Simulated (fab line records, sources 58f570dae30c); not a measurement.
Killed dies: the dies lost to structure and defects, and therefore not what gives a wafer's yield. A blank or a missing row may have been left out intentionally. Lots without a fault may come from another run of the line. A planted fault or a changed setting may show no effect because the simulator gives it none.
The tool behind it: which one? / flow berkeley_cmos170 / Sampling: 14 lots, 42 wafers, 5 of 331 route steps

## WHAT EACH GAUGE READ, for each wafer
UCB170_ACTIVE_THK_MEAS_03.
lot=L363; measured=day 4 18:10; on=film_metro-04; ACTIVE_OXIDE_THK (nm)=25.8 25.6 26.0
lot=L365; measured=day 5 17:31; on=film_metro-01; ACTIVE_OXIDE_THK (nm)=26.4 26.5 26.1
lot=L368; measured=day 5 22:05; on=film_metro-02; ACTIVE_OXIDE_THK (nm)=26.5 26.7 27.1
lot=L366; measured=day 5 22:07; on=film_metro-01; ACTIVE_OXIDE_THK (nm)=25.8 26.1 25.9
lot=L367; measured=day 5 22:09; on=film_metro-04; ACTIVE_OXIDE_THK (nm)=26.4 26.5 26.0
lot=L370; measured=day 5 22:09; on=film_metro-01; ACTIVE_OXIDE_THK (nm)=25.7 25.7 26.4
lot=L371; measured=day 5 22:09; on=film_metro-02; ACTIVE_OXIDE_THK (nm)=26.5 25.9 26.3
lot=L372; measured=day 6 09:07; on=film_metro-02; ACTIVE_OXIDE_THK (nm)=26.2 26.1 25.7
lot=L374; measured=day 6 23:23; on=film_metro-02; ACTIVE_OXIDE_THK (nm)=25.6 25.5 25.4
lot=L380; measured=day 8 11:44; on=film_metro-02; ACTIVE_OXIDE_THK (nm)=26.7 25.8 26.2
lot=L381; measured=day 8 11:44; on=film_metro-04; ACTIVE_OXIDE_THK (nm)=25.2 25.5 25.6
lot=L382; measured=day 8 11:45; on=film_metro-01; ACTIVE_OXIDE_THK (nm)=25.7 25.7 25.7
lot=L384; measured=day 8 16:25; on=film_metro-01; ACTIVE_OXIDE_THK (nm)=27.1 27.0 27.4
lot=L385; measured=day 8 16:26; on=film_metro-04; ACTIVE_OXIDE_THK (nm)=26.6 26.5 26.6

UCB170_SACOX_THK_MEAS_02.
lot=L363; measured=day 6 04:46; on=film_metro-02; SACOX_OXIDE_THK (nm)=14.25 14.44 14.21
lot=L365; measured=day 7 04:27; on=film_metro-04; SACOX_OXIDE_THK (nm)=14.84 14.71 14.71
lot=L368; measured=day 7 04:26; on=film_metro-03; SACOX_OXIDE_THK (nm)=14.34 14.43 14.13
lot=L366; measured=day 7 04:31; on=film_metro-04; SACOX_OXIDE_THK (nm)=14.54 14.46 14.50
lot=L367; measured=day 7 04:34; on=film_metro-04; SACOX_OXIDE_THK (nm)=14.37 14.42 14.37
lot=L370; measured=day 7 04:34; on=film_metro-03; SACOX_OXIDE_THK (nm)=14.44 14.77 14.42
lot=L371; measured=day 7 06:55; on=film_metro-02; SACOX_OXIDE_THK (nm)=22.10 22.05 21.65
lot=L372; measured=day 7 17:29; on=film_metro-02; SACOX_OXIDE_THK (nm)=14.26 14.25 14.29
lot=L374; measured=day 8 14:44; on=film_metro-04; SACOX_OXIDE_THK (nm)=22.40 22.01 21.94
lot=L380; measured=day 10 01:19; on=film_metro-03; SACOX_OXIDE_THK (nm)=14.97 14.82 14.98
lot=L381; measured=day 10 01:16; on=film_metro-04; SACOX_OXIDE_THK (nm)=14.44 14.41 14.31
lot=L382; measured=day 10 01:20; on=film_metro-02; SACOX_OXIDE_THK (nm)=14.42 14.67 14.46
lot=L384; measured=day 10 01:16; on=film_metro-02; SACOX_OXIDE_THK (nm)=14.64 14.82 14.57
lot=L385; measured=day 10 01:17; on=film_metro-03; SACOX_OXIDE_THK (nm)=14.62 14.50 14.52

UCB170_V2_OVL_MEAS_13.
lot=L363; measured=day 8 21:24; on=overlay-01; V2_OVL (nm)=-5 -3 -5
lot=L365; measured=day 10 06:05; on=overlay-02; V2_OVL (nm)=9 6 14
lot=L368; measured=day 10 02:38; on=overlay-02; V2_OVL (nm)=1 -1 3
lot=L366; measured=day 10 04:46; on=overlay-02; V2_OVL (nm)=19 11 8
lot=L367; measured=day 10 05:49; on=overlay-02; V2_OVL (nm)=-3 5 -7
lot=L370; measured=day 10 05:52; on=overlay-01; V2_OVL (nm)=-6 -4 -2
lot=L371; measured=day 10 06:08; on=overlay-01; V2_OVL (nm)=3 3 5
lot=L372; measured=day 10 17:32; on=overlay-02; V2_OVL (nm)=6 5 6
lot=L374; measured=day 11 04:37; on=overlay-02; V2_OVL (nm)=0 -8 -6
lot=L380; measured=day 12 21:00; on=overlay-02; V2_OVL (nm)=1 -3 0
lot=L381; measured=day 12 14:55; on=overlay-02; V2_OVL (nm)=0 -5 -10
lot=L382; measured=day 12 20:24; on=overlay-01; V2_OVL (nm)=1 4 0
lot=L384; measured=day 12 16:39; on=overlay-01; V2_OVL (nm)=7 -3 2
lot=L385; measured=day 12 20:10; on=overlay-02; V2_OVL (nm)=8 -3 2

## WHAT TOOL EACH LOT RAN ON (gives the tool, then ch and the chambers of the sampled wafers, and finally the start)
lot=L363; UCB170_SACOX_OXIDATION_01=furnace-01 ch 0, day 6 03:05; UCB170_M2_ETCH_17=rie_diel-03 ch 0,1, day 8 17:48
lot=L365; UCB170_SACOX_OXIDATION_01=furnace-01 ch 0, day 7 02:47; UCB170_M2_ETCH_17=rie_diel-02 ch 1,2,3, day 10 02:03
lot=L368; UCB170_SACOX_OXIDATION_01=furnace-01 ch 0, day 7 02:47; UCB170_M2_ETCH_17=rie_diel-04 ch 0,2,3, day 9 22:31
lot=L366; UCB170_SACOX_OXIDATION_01=furnace-01 ch 0, day 7 02:47; UCB170_M2_ETCH_17=rie_diel-03 ch 0,1,2, day 10 00:57
lot=L367; UCB170_SACOX_OXIDATION_01=furnace-01 ch 0, day 7 02:47; UCB170_M2_ETCH_17=rie_diel-03 ch 0,2,3, day 10 01:40
lot=L370; UCB170_SACOX_OXIDATION_01=furnace-01 ch 0, day 7 02:47; UCB170_M2_ETCH_17=rie_diel-04 ch 0,2,3, day 10 01:46
lot=L371; UCB170_SACOX_OXIDATION_01=furnace-01 ch 0, day 7 02:47 and furnace-02 ch 0, day 7 05:14; UCB170_M2_ETCH_17=rie_diel-03 ch 0,1, day 10 02:27
lot=L372; UCB170_SACOX_OXIDATION_01=furnace-02 ch 0, day 7 15:49; UCB170_M2_ETCH_17=rie_diel-03 ch 1,3, day 10 14:03
lot=L374; UCB170_SACOX_OXIDATION_01=furnace-02 ch 0, day 8 08:43; UCB170_M2_ETCH_17=rie_diel-02 ch 0,2,3, day 11 02:04
lot=L380; UCB170_SACOX_OXIDATION_01=furnace-01 ch 0, day 9 23:35; UCB170_M2_ETCH_17=rie_diel-02 ch 0,1,2, day 12 18:41
lot=L381; UCB170_SACOX_OXIDATION_01=furnace-01 ch 0, day 9 23:35; UCB170_M2_ETCH_17=rie_diel-03 ch 0,1,3, day 12 12:10
lot=L382; UCB170_SACOX_OXIDATION_01=furnace-01 ch 0, day 9 23:35; UCB170_M2_ETCH_17=rie_diel-03 ch 0,1,3, day 12 17:49
lot=L384; UCB170_SACOX_OXIDATION_01=furnace-01 ch 0, day 9 23:35; UCB170_M2_ETCH_17=rie_diel-03 ch 0,1,3, day 12 13:59
lot=L385; UCB170_SACOX_OXIDATION_01=furnace-01 ch 0, day 9 23:35; UCB170_M2_ETCH_17=rie_diel-02 ch 2,3, day 12 17:32
- UCB170_SACOX_OXIDATION_01: target thk 14.4 nm, ox time 2400 s.
- UCB170_M2_ETCH_17: etches BARC in N2/H2.

## WHAT THE TOOLS THEMSELVES READ (means of the sampled wafers that have a number; where no wafer has one, the mark that the record gives instead)
UCB170_M2_ETCH_17.
lot=L363; tool=rie_diel-03; drypump_motor_current_A (A)=5.5; oes_product_au (a.u.)=0.984; throttle_valve_pct (%)=13.41
lot=L365; tool=rie_diel-02; drypump_motor_current_A (A)=5.6; oes_product_au (a.u.)=1.015; throttle_valve_pct (%)=13.46
lot=L368; tool=rie_diel-04; drypump_motor_current_A (A)=5.8; oes_product_au (a.u.)=0.974; throttle_valve_pct (%)=13.55
lot=L366; tool=rie_diel-03; drypump_motor_current_A (A)=5.3; oes_product_au (a.u.)=1.007; throttle_valve_pct (%)=13.41
lot=L367; tool=rie_diel-03; drypump_motor_current_A (A)=5.3; oes_product_au (a.u.)=0.998; throttle_valve_pct (%)=13.27
lot=L370; tool=rie_diel-04; drypump_motor_current_A (A)=5.8; oes_product_au (a.u.)=0.982; throttle_valve_pct (%)=13.55
lot=L371; tool=rie_diel-03; drypump_motor_current_A (A)=5.5; oes_product_au (a.u.)=0.989; throttle_valve_pct (%)=13.42
lot=L372; tool=rie_diel-03; drypump_motor_current_A (A)=5.8; oes_product_au (a.u.)=0.996; throttle_valve_pct (%)=13.37
lot=L374; tool=rie_diel-02; drypump_motor_current_A (A)=5.4; oes_product_au (a.u.)=1.012; throttle_valve_pct (%)=13.51
lot=L380; tool=rie_diel-02; drypump_motor_current_A (A)=5.7; oes_product_au (a.u.)=1.017; throttle_valve_pct (%)=13.38
lot=L381; tool=rie_diel-03; drypump_motor_current_A (A)=5.5; oes_product_au (a.u.)=0.984; throttle_valve_pct (%)=13.28
lot=L382; tool=rie_diel-03; drypump_motor_current_A (A)=5.5; oes_product_au (a.u.)=0.990; throttle_valve_pct (%)=13.27
lot=L384; tool=rie_diel-03; drypump_motor_current_A (A)=5.5; oes_product_au (a.u.)=1.000; throttle_valve_pct (%)=13.28
lot=L385; tool=rie_diel-02; drypump_motor_current_A (A)=5.5; oes_product_au (a.u.)=1.039; throttle_valve_pct (%)=13.57

## THE ANSWER, worked out from the rows above alone
Rule: the lots themselves supply what counts as usual. Put in order of their means at a reading, lots are off if they are a third of the lots or fewer, leave a main group of 4 or more, and stand apart from it by a gap of 3 or more times the standard deviation of the main group's means; of several such gaps the widest counts. A main group whose means are all the same, to the digits that the tables above print for the reading, isn't used. A lot without any number at a reading at which 4 lots or more have one is off too. Any other lot the step has rows for is counted as sound. Order of review: gauges by route order, followed by the tools' own readings, for which a lot's mean as printed above is used. At the first step where some lot is off, the reading lying furthest off is the one used; lots without a number count as furthest.
Off: L371, L374, at UCB170_SACOX_THK_MEAS_02 (SACOX_OXIDE_THK). The main group: mean 14.51 nm, standard deviation 0.19.
A tool fits if, at a process step before that reading, it ran every lot that is off, and no sound lot after the first of them. Those tools and the gauges at UCB170_SACOX_THK_MEAS_02 are tried in the same way. No candidate that was tried fits.

## WHAT WAS PUT IN BY THE SIMULATOR
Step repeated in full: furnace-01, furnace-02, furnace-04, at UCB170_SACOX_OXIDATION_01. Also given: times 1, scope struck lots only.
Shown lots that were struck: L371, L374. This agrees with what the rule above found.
